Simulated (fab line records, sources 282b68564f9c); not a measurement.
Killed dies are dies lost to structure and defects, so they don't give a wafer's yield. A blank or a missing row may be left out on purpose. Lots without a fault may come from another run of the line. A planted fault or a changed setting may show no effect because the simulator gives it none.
Which tool did it? | flow rit_cmos | 6 lots, 18 wafers sampled, at 2 steps of a route of 202

WHAT THE GAUGES READ, wafer by wafer
RIT_GATE_CD_MEAS_16: target cd 150 nm.
lot  | measured    | on        | cd_nm (nm)
L167 | day 3 19:37 | cd_sem-02 | 150.8 148.8 147.5
L168 | day 3 21:04 | cd_sem-02 | 150.6 151.2 148.2
L170 | day 4 10:23 | cd_sem-01 | 146.8 147.3 148.8
L179 | day 6 02:57 | cd_sem-01 | 149.3 149.1 148.7
L181 | day 6 15:41 | cd_sem-02 | 150.7 149.7 150.5
L184 | day 7 08:44 | cd_sem-01 | 152.8 150.3 152.8

WHICH TOOL RAN EACH LOT (tool, then ch and the chambers of the sampled wafers, then the start)
lot  | RIT_GATE_EXPOSE_13
L167 | iline_stepper-02 ch 0, day 3 19:04
L168 | iline_stepper-02 ch 0, day 3 20:40
L170 | iline_stepper-01 ch 0, day 4 09:46
L179 | iline_stepper-02 ch 0, day 6 02:33
L181 | iline_stepper-02 ch 0, day 6 15:16
L184 | iline_stepper-02 ch 0, day 7 08:20
- RIT_GATE_EXPOSE_13: exposes mask M6, target cd 150 nm.

THE ANSWER, worked out from the rows above alone
Rule: what is usual is taken from the lots themselves. Put in order of their means at a reading, lots are off if they are a third of the lots or fewer, leave a main group of 4 or more, and stand apart from it by a gap of 3 or more times the standard deviation of the main group's means; of several such gaps the widest counts. A main group whose means are all the same, to the digits that the tables above print for the reading, isn't used. A lot without any number at a reading at which 4 lots or more have one is off too. The other lots that the step has rows for count as sound.
No lot is off at any reading shown: from this, nothing can be told.

WHAT THE SIMULATOR HAD PUT IN
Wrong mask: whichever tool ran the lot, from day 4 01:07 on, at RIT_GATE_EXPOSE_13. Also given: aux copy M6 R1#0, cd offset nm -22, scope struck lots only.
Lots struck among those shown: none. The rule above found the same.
